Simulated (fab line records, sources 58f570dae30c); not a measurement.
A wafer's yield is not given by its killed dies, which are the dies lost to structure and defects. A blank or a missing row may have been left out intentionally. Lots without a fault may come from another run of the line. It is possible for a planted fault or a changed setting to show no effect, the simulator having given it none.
fab line records | flow berkeleyCmos170 | part 2 of 2: steps 26 to 35 of 35
record: lots: 5 | wafers: 15 | lastDay: 12
route steps=331 shown START@3 ZERO@6 NWELL@14 PWELL@34
lots with no fault: from the same line, run without faults
startH: hours from the record's opening day to when the first of the lot's shown wafers began | waitH: how many hours have passed since the lot's step before this one | " as in the row above | L1.1+2: a single row standing in for several wafers | - either no value or no given start | * or withheld: withheld | < > ~ a bound
route shown NAME@n: a module of which the file shows steps, and the number in the route of the first | usual: average and standard deviation across the fault-free wafers | same: alike in all rows | chamber/n: place in a boat | sites: the reading at each site | _std_site: their standard deviation | _edge_site: outer sites' mean less inner sites' | radiusMm: how far each site lies from the wafer's centre | mask NAME#n: copy n | behind: the last tool/chamber to shape the wafer | hold: why the lot was held/for how many hours/how that ended | device: transistor that didn't switch, given as n, p or np | end of line: at the end of the route, the tests of the same wafers | where a step has no rows: the recipe by itself | killed: the dies lost at the first sort to structure and to defects; this is not the yield of the wafer | map: the dies of a wafer, with x for killed, . for not killed, _ for no die there
set.NAME: the setting the step ran with; set.NAME@STEP: the setting that earlier step ran with | model.NAME: the simulator's own value behind a step, which no gauge read
a table for each step, a row for each wafer; lots at some steps of the route
services: when a tool's chamber went out of use (startH, in hours from the record's first day, below 0 if earlier), for how many hours, and the reason
== steps ==
step: UCB170_NWELL_IMPLANT_14
recipe: species: P | doseCm2: 1e+13 | energyKev: 150 | tiltDeg: 7
usual: beamEnergyKeV: 150.00/0.055 | doseIonsCm2: 1.0001e+13/8.5e+09 | endStationPressureTorr: 5.03e-06/2.6e-07 | faradayCurrentUA: 31.8/0.62
lot.wafer | tool         | chamber | startH | waitH | beamEnergyKeV | doseIonsCm2 | endStationPressureTorr | faradayCurrentUA
L085.1    | implanter-04 | 0       | 92.76  | 0.1   | 150.05        | 1.0005e+13  | 5.13e-06               | 31.8
L085.3    | "            | 0       | "      | "     | 150.07        | 9.997e+12   | 4.85e-06               | 31.8
L085.5    | "            | 0       | "      | "     | 150.04        | 9.996e+12   | 4.95e-06               | 30.6
L087.1    | implanter-03 | 0       | 103.63 | 0.1   | 150.02        | 1.0008e+13  | 5.39e-06               | 31.5
L087.3    | "            | 0       | "      | "     | 150.04        | 1.0021e+13  | 5.05e-06               | 32.2
L087.6    | "            | 0       | "      | "     | 150.03        | 1.0011e+13  | 4.52e-06               | 31.9
L088.1    | implanter-04 | 0       | 103.80 | 0.1   | 150.02        | 9.993e+12   | 5.07e-06               | 31.1
L088.4    | "            | 0       | "      | "     | 150.00        | 1.0001e+13  | 4.9e-06                | 31.2
L088.6    | "            | 0       | "      | "     | 149.91        | 1.0001e+13  | 5.02e-06               | 32.8
L094.2    | implanter-03 | 0       | 139.64 | 0.1   | 150.06        | 9.998e+12   | 5.1e-06                | 31.6
L094.4    | "            | 0       | "      | "     | 150.02        | 9.999e+12   | 5.08e-06               | 32.1
L094.6    | "            | 0       | "      | "     | 150.01        | 9.999e+12   | 5.22e-06               | 31.8
L096.1    | implanter-04 | 0       | 139.89 | 0.1   | 150.02        | 9.983e+12   | 4.84e-06               | 33.2
L096.3    | "            | 0       | "      | "     | 149.94        | 1.0003e+13  | 4.71e-06               | 30.4
L096.4    | "            | 0       | "      | "     | 149.97        | 9.999e+12   | 4.8e-06                | 31.0
step: UCB170_NWELL_STRIP_15
recipe: chemistry: O2 | powerW: 400 | pressureMtorr: 3500 | platenTempC: withheld | o2FlowSccm: 400 | overashFraction: 0.5
usual: drypumpMotorCurrentA: 5.7/0.31 | oesProductAu: 0.721/0.0046 | stripTimeToEndpointS: 18.02/0.08
lot.wafer | tool           | chamber | startH | waitH | drypumpMotorCurrentA | oesProductAu | rfHoursCounterH | stripTimeToEndpointS
L085.1    | plasmaAsher-04 | 1       | 92.91  | 0.1   | 5.5                  | 0.717        | 29              | 18.00
L085.3    | "              | 1       | "      | "     | 5.5                  | 0.722        | -               | 18.03
L085.5    | "              | 0       | "      | "     | 5.2                  | 0.715        | -               | 18.12
L087.1    | plasmaAsher-02 | 0       | 103.78 | 0.1   | 5.6                  | 0.729        | 32              | 17.90
L087.3    | "              | 0       | "      | "     | 5.6                  | 0.721        | -               | 18.00
L087.6    | "              | 0       | "      | "     | 5.6                  | 0.715        | -               | 17.98
L088.1    | plasmaAsher-01 | 0       | 103.95 | 0.1   | 6.1                  | 0.725        | 40              | 18.08
L088.4    | "              | 1       | "      | "     | 5.6                  | 0.715        | -               | 18.14
L088.6    | "              | 0       | "      | "     | 6.1                  | 0.720        | -               | 18.03
L094.2    | plasmaAsher-04 | 0       | 139.77 | 0.1   | 5.3                  | 0.718        | 33              | 17.92
L094.4    | "              | 0       | "      | "     | 5.3                  | 0.721        | -               | 18.01
L094.6    | "              | 0       | "      | "     | 5.3                  | 0.720        | -               | 17.81
L096.1    | plasmaAsher-02 | 1       | 140.04 | 0.1   | 6.0                  | 0.716        | 36              | 17.94
L096.3    | "              | 1       | "      | "     | 6.0                  | 0.727        | -               | 18.01
L096.4    | "              | 0       | "      | "     | 5.6                  | 0.721        | -               | 18.10
step: UCB170_NWELL_TW_MEAS_16
usual: NWELL_TW: 1254/4.9
lot.wafer | tool         | chamber | startH | waitH | NWELL_TW
L085.1    | filmMetro-04 | -       | 93.01  | 0.1   | 1257
L085.3    | "            | -       | "      | "     | 1248
L085.5    | "            | -       | "      | "     | 1244
L087.1    | filmMetro-02 | -       | 103.88 | 0.1   | 1258
L087.3    | "            | -       | "      | "     | 1264
L087.6    | "            | -       | "      | "     | 1261
L088.1    | filmMetro-04 | -       | 104.05 | 0.1   | 1259
L088.4    | "            | -       | "      | "     | 1250
L088.6    | "            | -       | "      | "     | 1249
L094.2    | filmMetro-04 | -       | 139.88 | 0.1   | 1254
L094.4    | "            | -       | "      | "     | 1255
L094.6    | "            | -       | "      | "     | 1259
L096.1    | filmMetro-01 | -       | 140.14 | 0.1   | 1256
L096.3    | "            | -       | "      | "     | 1260
L096.4    | "            | -       | "      | "     | 1258
step: UCB170_NWELL_CLEAN_17
recipe: chemistry: SPM | tempC: 120 | timeS: 600
usual: bathGuardTempC: 120.0/0.43
lot.wafer | tool        | chamber | startH | waitH | bathGuardTempC
L085.1    | wetBench-03 | 1       | 93.07  | 0.1   | 120.8
L085.3    | "           | 1       | "      | "     | 120.5
L085.5    | "           | 1       | "      | "     | 120.5
L087.1    | wetBench-01 | 3       | 103.94 | 0.1   | 119.8
L087.3    | "           | 3       | "      | "     | 120.0
L087.6    | "           | 3       | "      | "     | 119.7
L088.1    | wetBench-04 | 0       | 104.11 | 0.1   | 120.1
L088.4    | "           | 0       | "      | "     | 120.5
L088.6    | "           | 0       | "      | "     | 120.6
L094.2    | wetBench-04 | 3       | 139.93 | 0.0   | 119.6
L094.4    | "           | 3       | "      | "     | 119.5
L094.6    | "           | 3       | "      | "     | 119.9
L096.1    | wetBench-04 | 3       | 140.20 | 0.1   | 119.9
L096.3    | "           | 3       | "      | "     | 119.7
L096.4    | "           | 3       | "      | "     | 119.8
step: UCB170_NWELL_WET_ETCH_18
recipe: chemistry: H3PO4 | target: Si3N4 | tempC: 160 | timeS: 14400
usual: bathGuardTempC: 160.1/0.64
lot.wafer | tool        | chamber | startH | waitH | bathGuardTempC
L085.1    | wetBench-04 | 0       | 93.25  | 0.0   | 160.5
L085.3    | "           | 0       | "      | "     | 160.4
L085.5    | "           | 0       | "      | "     | 159.9
L087.1    | wetBench-01 | 3       | 104.15 | 0.0   | 159.6
L087.3    | "           | 3       | "      | "     | 159.5
L087.6    | "           | 3       | "      | "     | 160.2
L088.1    | wetBench-04 | 1       | 104.46 | 0.2   | 159.7
L088.4    | "           | 1       | "      | "     | 159.3
L088.6    | "           | 1       | "      | "     | 159.3
L094.2    | wetBench-01 | 2       | 140.12 | 0.0   | 160.9
L094.4    | "           | 2       | "      | "     | 161.0
L094.6    | "           | 2       | "      | "     | 161.3
L096.1    | wetBench-04 | 1       | 140.39 | 0.0   | 159.4
L096.3    | "           | 1       | "      | "     | 159.3
L096.4    | "           | 1       | "      | "     | 159.3
step: UCB170_NWELL_WET_ETCH_19
recipe: chemistry: BOE | dilution: 5:1 | target: SiO2 | tempC: 25 | timeS: 22
lot.wafer  | tool        | chamber | startH | waitH
L085.1+3+5 | wetBench-04 | 1       | 97.47  | 0.2
L088.1+4+6 | wetBench-04 | 3       | 108.82 | 0.3
L087.1+3+6 | wetBench-04 | 1       | 109.03 | 0.1
L094.2+4+6 | wetBench-01 | 3       | 144.77 | 0.6
L096.1+3+4 | wetBench-01 | 1       | 144.77 | 0.0
step: UCB170_PWELL_CLEAN_00
recipe: chemistry: SPM | tempC: 120 | timeS: 600
usual: bathGuardTempC: 120.0/0.55
lot.wafer | tool        | chamber | startH | waitH | bathGuardTempC
L085.1    | wetBench-04 | 0       | 97.66  | 0.2   | 120.3
L085.3    | "           | 0       | "      | "     | 120.4
L085.5    | "           | 0       | "      | "     | 120.5
L088.1    | wetBench-01 | 3       | 108.95 | 0.1   | 119.8
L088.4    | "           | 3       | "      | "     | 119.7
L088.6    | "           | 3       | "      | "     | 119.8
L087.1    | wetBench-04 | 0       | 109.05 | 0.0   | 120.5
L087.3    | "           | 0       | "      | "     | 120.4
L087.6    | "           | 0       | "      | "     | 120.0
L094.2    | wetBench-01 | 2       | 145.17 | 0.4   | 121.1
L094.4    | "           | 2       | "      | "     | 120.7
L094.6    | "           | 2       | "      | "     | 120.9
L096.1    | wetBench-01 | 3       | 145.17 | 0.4   | 120.1
L096.3    | "           | 3       | "      | "     | 119.4
L096.4    | "           | 3       | "      | "     | 119.4
step: UCB170_PWELL_CLEAN_01
recipe: chemistry: dHF | dilution: 25:1 | timeS: 60
lot.wafer  | tool        | chamber | startH | waitH
L085.1+3+5 | wetBench-04 | 0       | 97.84  | 0.0
L088.1+4+6 | wetBench-04 | 1       | 109.22 | 0.1
L087.1+3+6 | wetBench-04 | 2       | 109.31 | 0.1
L094.2+4+6 | wetBench-01 | 2       | 145.38 | 0.0
L096.1+3+4 | wetBench-01 | 3       | 145.38 | 0.0
step: UCB170_PWELL_OXIDATION_02
recipe: tempC: 1000 | ambient: O2 | targetThkA: 264 | oxTimeS: 1260
usual: zonePowerSourcePct: 35.0/2.5
lot.wafer | tool       | chamber | startH | waitH | zonePowerSourcePct
L085.1    | furnace-01 | 0       | 103.65 | 5.8   | 35.7
L085.3    | "          | 0       | "      | "     | 36.2
L085.5    | "          | 0       | "      | "     | 36.0
L087.1    | furnace-01 | 0       | 112.27 | 2.9   | 35.7
L087.3    | "          | 0       | "      | "     | 35.6
L087.6    | "          | 0       | "      | "     | 35.2
L088.1    | furnace-01 | 0       | 112.27 | 3.0   | 36.0
L088.4    | "          | 0       | "      | "     | 35.5
L088.6    | "          | 0       | "      | "     | 35.6
L094.2    | furnace-02 | 0       | 150.09 | 4.7   | 38.1
L094.4    | "          | 0       | "      | "     | 37.8
L094.6    | "          | 0       | "      | "     | 38.1
L096.1    | furnace-02 | 0       | 150.09 | 4.7   | 38.4
L096.3    | "          | 0       | "      | "     | 38.0
L096.4    | "          | 0       | "      | "     | 38.8
step: UCB170_PWELL_THK_MEAS_03
recipe: reads: SiO2_of_PWELL_OXIDATION_02
usual: PWELL_OXIDE_THK: 26.1/0.51
lot.wafer | tool         | chamber | startH | waitH | PWELL_OXIDE_THK[nm]
L085.1    | filmMetro-01 | -       | 105.00 | 0.0   | 26.8
L085.3    | "            | -       | "      | "     | 26.7
L085.5    | "            | -       | "      | "     | 26.8
L087.1    | filmMetro-03 | -       | 113.62 | 0.0   | 25.8
L087.3    | "            | -       | "      | "     | 25.8
L087.6    | "            | -       | "      | "     | 26.0
L088.1    | filmMetro-04 | -       | 113.62 | 0.0   | 25.8
L088.4    | "            | -       | "      | "     | 26.1
L088.6    | "            | -       | "      | "     | 25.7
L094.2    | filmMetro-04 | -       | 151.45 | 0.0   | 25.8
L094.4    | "            | -       | "      | "     | 25.6
L094.6    | "            | -       | "      | "     | 25.3
L096.1    | filmMetro-04 | -       | 151.50 | 0.1   | 26.4
L096.3    | "            | -       | "      | "     | 26.2
L096.4    | "            | -       | "      | "     | 26.4
== services ==
tool           | chamber | startH | hours | kind
wetBench-04    | -       | 47.11  | 16.6  | repair
krfScanner-01  | -       | 53.00  | 1.0   | pm
rieDiel-01     | 0       | 54.94  | 21.2  | repair
rieDiel-01     | 2       | 65.90  | 5.4   | repair
krfScanner-02  | -       | 68.12  | 0.3   | repair
implanter-04   | -       | 73.05  | 1.9   | repair
lpcvd-01       | -       | 79.08  | 14.6  | pm
furnace-04     | -       | 96.41  | 3.0   | pm
plasmaAsher-03 | -       | 108.75 | 9.0   | pm
plasmaAsher-03 | 0       | 108.75 | 9.0   | ventCycle
plasmaAsher-03 | 1       | 108.75 | 9.0   | ventCycle
krfScanner-01  | -       | 112.67 | 3.0   | pm
plasmaAsher-04 | -       | 114.70 | 2.0   | repair
krfScanner-02  | -       | 117.75 | 0.8   | pm
plasmaAsher-03 | 0       | 117.75 | -     | clean
plasmaAsher-03 | 1       | 117.75 | -     | clean
implanter-04   | -       | 123.41 | 2.9   | pm
krfScanner-02  | 0       | 125.75 | -     | calibration
krfScanner-01  | -       | 131.25 | 4.4   | repair
krfScanner-01  | -       | 135.60 | 0.8   | pm
krfScanner-02  | -       | 136.44 | 1.3   | pm
plasmaAsher-03 | -       | 144.94 | 14.2  | repair
krfScanner-01  | -       | 146.15 | 7.2   | pm
